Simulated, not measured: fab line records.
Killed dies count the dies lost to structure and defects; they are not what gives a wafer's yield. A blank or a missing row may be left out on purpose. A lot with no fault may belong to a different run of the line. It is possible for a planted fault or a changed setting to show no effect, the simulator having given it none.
The tool behind it: which one? -- flow ritCmos -- 7 lots, 21 wafers sampled, at 1 step of a route of 202

WHAT THE GAUGES SHOWED, per wafer
RIT_PRETRO_TW_MEAS_10.
lot,measured,on,PRETRO_TW
L206,day 2 17:49,filmMetro-04,478 478 477
L210,day 3 10:31,filmMetro-04,474 475 473
L212,day 3 23:55,filmMetro-04,472 475 471
L217,day 4 21:20,filmMetro-01,479 482 478
L221,day 5 17:46,filmMetro-04,476 476 478
L224,day 6 08:01,filmMetro-04,475 478 478
L227,day 7 02:10,filmMetro-04,477 479 476

TOOL THAT RAN EACH LOT (tool first, then ch and the chambers of the sampled wafers, then the start)
There is no process step in the record ahead of these readings.

THE ANSWER, worked out from the rows above alone
Rule: usual is defined by the lots themselves. The widest of any qualifying gaps counts: lots, ordered by their means at a reading, are off when they make up no more than a third of the lots, leave a main group of 4 or more, and stand apart from it by 3 or more times the standard deviation of that group's means. Not used: any main group whose means are identical at the precision the tables above print for the reading. A lot without any number at a reading at which 4 lots or more have one is off too. Any other lot the step has rows for is counted as sound.
Nothing can be told from this: no lot is off at any reading shown.

WHAT HAD BEEN PUT IN BY THE SIMULATOR
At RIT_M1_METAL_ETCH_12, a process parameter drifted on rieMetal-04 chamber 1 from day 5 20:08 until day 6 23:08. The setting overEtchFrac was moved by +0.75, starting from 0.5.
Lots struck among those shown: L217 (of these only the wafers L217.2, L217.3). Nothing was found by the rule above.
